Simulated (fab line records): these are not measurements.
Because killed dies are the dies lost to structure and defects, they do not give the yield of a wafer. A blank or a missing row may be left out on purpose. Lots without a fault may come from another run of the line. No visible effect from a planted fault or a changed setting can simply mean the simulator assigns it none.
One fault seen from 2 desks || flow berkeley_cmos170 || each desk holds nothing but its own numbers, with what lay behind them at the end

AT THE TOOL OWNER'S DESK: litho_track-03
The tool's own readings at UCB170_GATE_PEB_10, given as means over the sampled wafers that have a number, one for each lot that went through this tool. If a lot's mean is further than 4 standard deviations from the usual mean, the lot is out of limits and carries the mark OUT (the distance appears in the brackets).
Columns: A = heater_power_total_W at UCB170_GATE_PEB_10, usual 56.80 W; B = plate_temp_C at UCB170_GATE_PEB_10, usual 130.01 C
{"lot": "L494", "first seen here": "day 6 00:35", "A": 56.80, "B": 130.12}
{"lot": "L498", "first seen here": "day 6 08:35", "A": 56.80, "B": 130.02}
{"lot": "L507", "first seen here": "day 8 21:40", "A": "56.37 (-9.6) OUT", "B": "129.16 (-6.0) OUT"}
{"lot": "L508", "first seen here": "day 9 03:40", "A": "56.37 (-9.6) OUT", "B": "129.25 (-5.5) OUT"}
Finding of this desk: L507, L508 out of limits; the first was L507 at day 8 21:40, on heater_power_total_W at UCB170_GATE_PEB_10. L494, L498: within limits.

METROLOGY DESK
What the gauges read, lot by lot, whatever tool the lot ran on: means of the sampled wafers that have a number. If a lot's mean is further than 4 standard deviations from the usual mean, the lot is out of limits and carries the mark OUT (the distance appears in the brackets).
Columns: A = FIELD_OXIDE_THK at UCB170_FIELD_THK_MEAS_02, usual 562 nm; B = SACOX_OXIDE_THK at UCB170_SACOX_THK_MEAS_02, usual 14.62 nm; C = SCREENOX_OXIDE_THK at UCB170_SCREENOX_THK_MEAS_02, usual 14.38 nm; D = cd_nm at UCB170_GATE_CD_MEAS_12, usual 350.2 nm
{"lot": "L494", "first seen here": "day 4 10:49", "A": 554, "B": 14.69, "C": 14.66, "D": 353.2}
{"lot": "L495", "first seen here": "day 4 15:20", "A": 574, "B": 14.27, "C": 14.56, "D": 352.1}
{"lot": "L496", "first seen here": "day 4 15:25", "A": 559, "B": 14.47, "C": 14.66, "D": 349.8}
{"lot": "L497", "first seen here": "day 4 21:04", "A": 541, "B": 14.62, "C": 14.77, "D": 350.0}
{"lot": "L498", "first seen here": "day 4 21:05", "A": 549, "B": 14.83, "C": 14.44, "D": 348.6}
{"lot": "L502", "first seen here": "day 6 12:32", "A": 541, "B": 14.27, "C": 14.40, "D": 352.0}
{"lot": "L507", "first seen here": "day 7 03:53", "A": 564, "B": 15.03, "C": 14.34, "D": 355.2}
{"lot": "L508", "first seen here": "day 7 12:59", "A": 571, "B": 14.53, "C": 14.22, "D": 353.0}
{"lot": "L509", "first seen here": "day 7 21:04", "A": 570, "B": 14.84, "C": 14.66, "D": 349.5}
{"lot": "L513", "first seen here": "day 8 18:04", "A": 576, "B": 14.65, "C": 14.41, "D": 351.1}
{"lot": "L512", "first seen here": "day 8 18:07", "A": 557, "B": 14.96, "C": 14.09, "D": 351.4}
{"lot": "L515", "first seen here": "day 9 03:40", "A": 565, "B": 14.77, "C": 14.34, "D": 351.1}
{"lot": "L516", "first seen here": "day 9 16:50", "A": 566, "B": 14.95, "C": 14.27, "D": 349.3}
This desk found nothing out of limits on any of the 13 lots.

TAKEN TOGETHER
The tool owner's desk could have raised an alarm at day 8 21:40, on L507, L508.
Nothing out of limits was seen by the metrology desk.
The metrology desk has L507, L508 on record, within its limits.
UCB170_GATE_PEB_10 was run on litho_track-03 by each of the lots named.

WHAT THE SIMULATOR HAD PUT IN
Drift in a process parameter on litho_track-03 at UCB170_GATE_PEB_10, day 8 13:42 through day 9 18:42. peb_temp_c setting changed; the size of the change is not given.
Struck lots among those shown: L507, L508.
Each desk's first reading out of limits, in hours after the fault started: the tool owner's desk, 8.
